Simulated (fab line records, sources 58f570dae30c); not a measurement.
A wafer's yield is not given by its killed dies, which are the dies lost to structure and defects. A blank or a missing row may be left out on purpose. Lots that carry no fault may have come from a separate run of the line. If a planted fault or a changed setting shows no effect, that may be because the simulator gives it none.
Which tool did it? ; flow berkeley-cmos170 ; Sampling: 7 lots, 21 wafers, 3 of 331 route steps

== WHAT THE GAUGES SHOWED, per wafer ==
UCB170_PLDD_TW_MEAS_11.
lot;measured;on;PLDD_TW
L823;day 7 16:43;film-metro-01;1011 1008 1011
L826;day 8 16:19;film-metro-01;1010 1017 1012
L830;day 9 18:39;film-metro-04;1017 1023 1021
L831;day 9 18:55;film-metro-01;1012 1016 1010
L839;day 12 03:48;film-metro-01;1134 1138 1139
L842;day 12 08:38;film-metro-01;1009 1015 1007
L844;day 12 19:13;film-metro-04;1014 1017 1018

== TOOL THAT RAN EACH LOT (tool first, then ch and the chambers of the sampled wafers, then the start) ==
lot;UCB170_PFIELD_STRIP_08;UCB170_PLDD_IMPLANT_09
L823;plasma-asher-04 ch 0,1, day 5 10:49;implanter-02 ch 0, day 7 16:28
L826;plasma-asher-02 ch 0,1, day 6 04:38;implanter-02 ch 0, day 8 16:05
L830;plasma-asher-02 ch 0,1, day 6 22:40;implanter-03 ch 0, day 9 18:24
L831;plasma-asher-02 ch 0,1, day 6 23:28;implanter-02 ch 0, day 9 18:41
L839;plasma-asher-04 ch 0,1, day 9 04:05;implanter-04 ch 0, day 12 03:34
L842;plasma-asher-03 ch 0,1, day 9 15:59;implanter-03 ch 0, day 12 08:24
L844;plasma-asher-02 ch 0,1, day 10 05:49;implanter-02 ch 0, day 12 19:01
- UCB170_PFIELD_STRIP_08: strips in O2.
- UCB170_PLDD_IMPLANT_09

== THE ANSWER, worked out from the rows above alone ==
Rule: the usual values come from the lots themselves. The widest of any qualifying gaps counts: lots, ordered by their means at a reading, are off when they make up no more than a third of the lots, leave a main group of 4 or more, and stand apart from it by 3 or more times the standard deviation of that group's means. A main group whose means are all the same, to the digits that the tables above print for the reading, isn't used. A lot without any number at a reading at which 4 lots or more have one is off too. Where the step has rows for the other lots, those lots are counted as sound.
Off: L839, at UCB170_PLDD_TW_MEAS_11 (PLDD_TW). For the main group the mean is 1014 and the standard deviation 3.6.
A tool fits if, at a process step before that reading, it ran every lot that is off, and no sound lot after the first of them. Gauges at UCB170_PLDD_TW_MEAS_11: tried the same way as those tools. 2 tools fit, plasma-asher-04 at UCB170_PFIELD_STRIP_08 and implanter-04 at UCB170_PLDD_IMPLANT_09, so this cannot tell which one it is.

== WHAT THE SIMULATOR HAD PUT IN ==
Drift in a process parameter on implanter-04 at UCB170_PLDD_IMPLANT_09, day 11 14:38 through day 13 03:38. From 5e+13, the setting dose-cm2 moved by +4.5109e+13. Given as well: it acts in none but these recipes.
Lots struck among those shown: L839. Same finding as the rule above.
